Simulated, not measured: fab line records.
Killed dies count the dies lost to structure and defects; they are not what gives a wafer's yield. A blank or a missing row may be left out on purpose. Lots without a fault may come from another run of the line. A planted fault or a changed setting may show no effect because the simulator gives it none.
fab line records + flow rit_cmos
[record]
- lots = 13
- wafers = 39
- last_day = 7
route steps=202 shown NLDD@112 PLDD@124
lots that met no fault: taken from a fault-free run of the same line
start_h: hours from the record's opening day to when the first of the lot's shown wafers began + wait_h: hours elapsed since this lot's preceding step + " unchanged from the row above + L1.1+2: several wafers, shown together as one row + - no value, or no start given + * or withheld: withheld + < > ~ a bound
route shown NAME@n: names a module that has steps shown in the file, with the first one's number in the route + usual: average and standard deviation across the fault-free wafers + same: alike in all rows + chamber/n: place in a boat + sites: readings site by site + _std_site: the values' standard deviation + _edge_site: inner sites' mean taken away from outer sites' mean + radius_mm: for every site, how far away it sits from the centre of the wafer + mask NAME#n: copy n + behind: the most recent tool/chamber to have shaped the wafer + hold: what put the lot on hold/how long, in hours/how the hold closed + device: the n, p or np transistor that did not switch + end of line: tests run on the same wafers once the route is complete + a step with no rows: only its recipe + killed: the dies lost at the first sort to structure and to defects; this is not the yield of the wafer + map: dies across one wafer; x = killed, . = not, _ = none there
set.NAME: the setting that was run; set.NAME@STEP: the one run at that earlier step + model.NAME: the simulator's own value behind a step, which no gauge read
one table for each step of the route and one row for each wafer, over a sample of lots
services: a tool's chamber out of use, with start hour (start_h, from the record's first day; less than 0 if before it), hours out, and reason
[[steps]]
[step RIT_NLDD_STRIP_09]
[recipe]
- chemistry = O2
- time_s = 180
- resist = NOVOLAK
- platen_temp_c = withheld
- power_w = 500
- pressure_mtorr = 4000
- o2_flow_sccm = 4000
[usual]
- drypump_motor_current_A = 5.7/0.33
- run_length_s = 208.3/0.33
[same]
- time_s = 180
| lot.wafer | tool            | chamber | start_h | wait_h | drypump_motor_current_A | rf_hours_counter_h | run_length_s |
|-----------|-----------------|---------|---------|--------|-------------------------|--------------------|--------------|
| L167.3    | plasma_asher-02 | 0       | 46.99   | 0.1    | 5.7                     | -                  | 208.4        |
| L167.4    | "               | 1       | "       | "      | 6.1                     | -                  | 208.7        |
| L167.5    | "               | 0       | "       | "      | 5.7                     | -                  | 208.2        |
| L168.2    | plasma_asher-01 | 0       | 50.00   | 0.1    | 5.0                     | 41                 | 208.3        |
| L168.4    | "               | 0       | "       | "      | 5.0                     | -                  | 208.3        |
| L168.6    | "               | 1       | "       | "      | 6.0                     | -                  | 208.0        |
| L169.1    | plasma_asher-02 | 0       | 53.85   | 0.1    | 5.7                     | 22                 | 208.4        |
| L169.3    | "               | 0       | "       | "      | 5.7                     | -                  | 208.0        |
| L169.6    | "               | 0       | "       | "      | 5.7                     | -                  | 208.1        |
| L170.2    | plasma_asher-03 | 0       | 60.51   | 0.1    | 5.8                     | 44                 | 208.6        |
| L170.3    | "               | 0       | "       | "      | 5.8                     | -                  | 207.9        |
| L170.5    | "               | 0       | "       | "      | 5.8                     | -                  | 207.9        |
| L171.3    | plasma_asher-03 | 0       | 62.52   | 0.1    | 5.8                     | -                  | 208.0        |
| L171.4    | "               | 1       | "       | "      | 5.7                     | -                  | 208.8        |
| L171.6    | "               | 1       | "       | "      | 5.7                     | -                  | 208.5        |
| L172.1    | plasma_asher-02 | 1       | 69.03   | 0.1    | 6.2                     | 24                 | 208.2        |
| L172.5    | "               | 0       | "       | "      | 5.7                     | -                  | 208.0        |
| L172.6    | "               | 1       | "       | "      | 6.1                     | -                  | 208.6        |
| L173.2    | plasma_asher-03 | 0       | 74.00   | 0.1    | 5.8                     | 45                 | 208.2        |
| L173.3    | "               | 1       | "       | "      | 5.7                     | -                  | 209.0        |
| L173.4    | "               | 0       | "       | "      | 5.8                     | -                  | 207.8        |
| L174.2    | plasma_asher-01 | 0       | 80.85   | 0.1    | 5.0                     | 44                 | 208.1        |
| L174.4    | "               | 1       | "       | "      | 6.0                     | -                  | 208.0        |
| L174.5    | "               | 1       | "       | "      | 6.0                     | -                  | 208.2        |
| L177.1    | plasma_asher-01 | 1       | 95.83   | 0.1    | 6.0                     | 46                 | 208.1        |
| L177.2    | "               | 0       | "       | "      | 5.0                     | 46                 | 208.3        |
| L177.4    | "               | 1       | "       | "      | 6.0                     | -                  | 208.2        |
| L178.1    | plasma_asher-01 | 0       | 99.70   | 0.1    | 5.1                     | 47                 | 72.1         |
| L178.4    | "               | 0       | "       | "      | 5.1                     | -                  | 72.1         |
| L178.6    | "               | 1       | "       | "      | 6.0                     | -                  | 72.2         |
| L185.1    | plasma_asher-03 | 1       | 131.74  | 0.1    | 5.7                     | 53                 | 208.7        |
| L185.5    | "               | 0       | "       | "      | 5.7                     | -                  | 208.0        |
| L185.6    | "               | 1       | "       | "      | 5.7                     | -                  | 208.4        |
| L188.1    | plasma_asher-03 | 1       | 147.59  | 0.1    | 5.7                     | 56                 | 209.0        |
| L188.3    | "               | 0       | "       | "      | 5.7                     | -                  | 207.7        |
| L188.4    | "               | 1       | "       | "      | 5.7                     | -                  | 208.6        |
| L190.1    | plasma_asher-02 | 0       | 157.45  | 0.1    | 5.6                     | 27                 | 208.5        |
| L190.2    | "               | 1       | "       | "      | 6.1                     | 27                 | 208.5        |
| L190.3    | "               | 1       | "       | "      | 6.1                     | -                  | 208.2        |
[step RIT_PLDD_TW_MEAS_10]
[usual]
- PLDD_TW = 2355/26
| lot.wafer | tool          | chamber | start_h | wait_h | PLDD_TW |
|-----------|---------------|---------|---------|--------|---------|
| L167.3    | film_metro-01 | -       | 48.55   | 0.1    | 2347    |
| L167.4    | "             | -       | "       | "      | 2341    |
| L167.5    | "             | -       | "       | "      | 2333    |
| L168.2    | film_metro-04 | -       | 51.61   | 0.1    | 2388    |
| L168.4    | "             | -       | "       | "      | 2381    |
| L168.6    | "             | -       | "       | "      | 2379    |
| L169.1    | film_metro-01 | -       | 55.59   | 0.1    | 2342    |
| L169.3    | "             | -       | "       | "      | 2340    |
| L169.6    | "             | -       | "       | "      | 2347    |
| L170.2    | film_metro-02 | -       | 62.12   | 0.1    | 2386    |
| L170.3    | "             | -       | "       | "      | 2378    |
| L170.5    | "             | -       | "       | "      | 2387    |
| L171.3    | film_metro-04 | -       | 64.08   | 0.1    | 2382    |
| L171.4    | "             | -       | "       | "      | 2387    |
| L171.6    | "             | -       | "       | "      | 2377    |
| L172.1    | film_metro-04 | -       | 70.75   | 0.1    | 2378    |
| L172.5    | "             | -       | "       | "      | 2375    |
| L172.6    | "             | -       | "       | "      | 2386    |
| L173.2    | film_metro-01 | -       | 76.05   | 0.1    | 2330    |
| L173.3    | "             | -       | "       | "      | 2326    |
| L173.4    | "             | -       | "       | "      | 2317    |
| L174.2    | film_metro-02 | -       | 82.63   | 0.1    | 2400    |
| L174.4    | "             | -       | "       | "      | 2403    |
| L174.5    | "             | -       | "       | "      | 2410    |
| L177.1    | film_metro-01 | -       | 97.55   | 0.1    | 2333    |
| L177.2    | "             | -       | "       | "      | 2328    |
| L177.4    | "             | -       | "       | "      | 2318    |
| L178.1    | film_metro-02 | -       | 101.38  | 0.1    | 30      |
| L178.4    | "             | -       | "       | "      | 30      |
| L178.6    | "             | -       | "       | "      | 30      |
| L185.1    | film_metro-02 | -       | 133.53  | 0.1    | 2364    |
| L185.5    | "             | -       | "       | "      | 2357    |
| L185.6    | "             | -       | "       | "      | 2357    |
| L188.1    | film_metro-01 | -       | 149.18  | 0.1    | 2319    |
| L188.3    | "             | -       | "       | "      | 2321    |
| L188.4    | "             | -       | "       | "      | 2337    |
| L190.1    | film_metro-01 | -       | 159.05  | 0.1    | 2328    |
| L190.2    | "             | -       | "       | "      | 2332    |
| L190.3    | "             | -       | "       | "      | 2329    |
[[services]]
| tool            | chamber | start_h | hours | kind   |
|-----------------|---------|---------|-------|--------|
| plasma_asher-02 | -       | 92.79   | 55.8  | repair |
| plasma_asher-02 | -       | 155.35  | 1.5   | repair |
[[key]]
[first_sign]
- step = RIT_NLDD_STRIP_09
- reading = run_length_s
- direction = down
- sigmas = 99+
- usual = *
- struck = *
[effect]
- step = RIT_PLDD_TW_MEAS_10
- reading = PLDD_TW
- direction = down
- sigmas = 88
- usual = 2355
- struck = 30
met_at RIT_NLDD_STRIP_09
struck_lots L178
sort_left_out L178.1,L178.4,L178.6
tester_left_out L178
onset_between 95.83 99.70
[fault]
- kind = strip_aborted
- tool = plasma_asher-01
- chamber = -
- onset_h = 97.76
- steps = RIT_NLDD_STRIP_09
- offset = 0.6
- end_h = 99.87
// tester_left_out: of these lots the tester's yield and bins aren't shown, on N5 and GAA mostly nor the transistor test; their killed dies are dies lost to structure and defects alone, not to doping, threshold or leakage, so they don't give the yield
// sort_left_out: the simulated sort isn't trusted on such a fault, so these wafers' sort isn't shown, and their yield isn't known
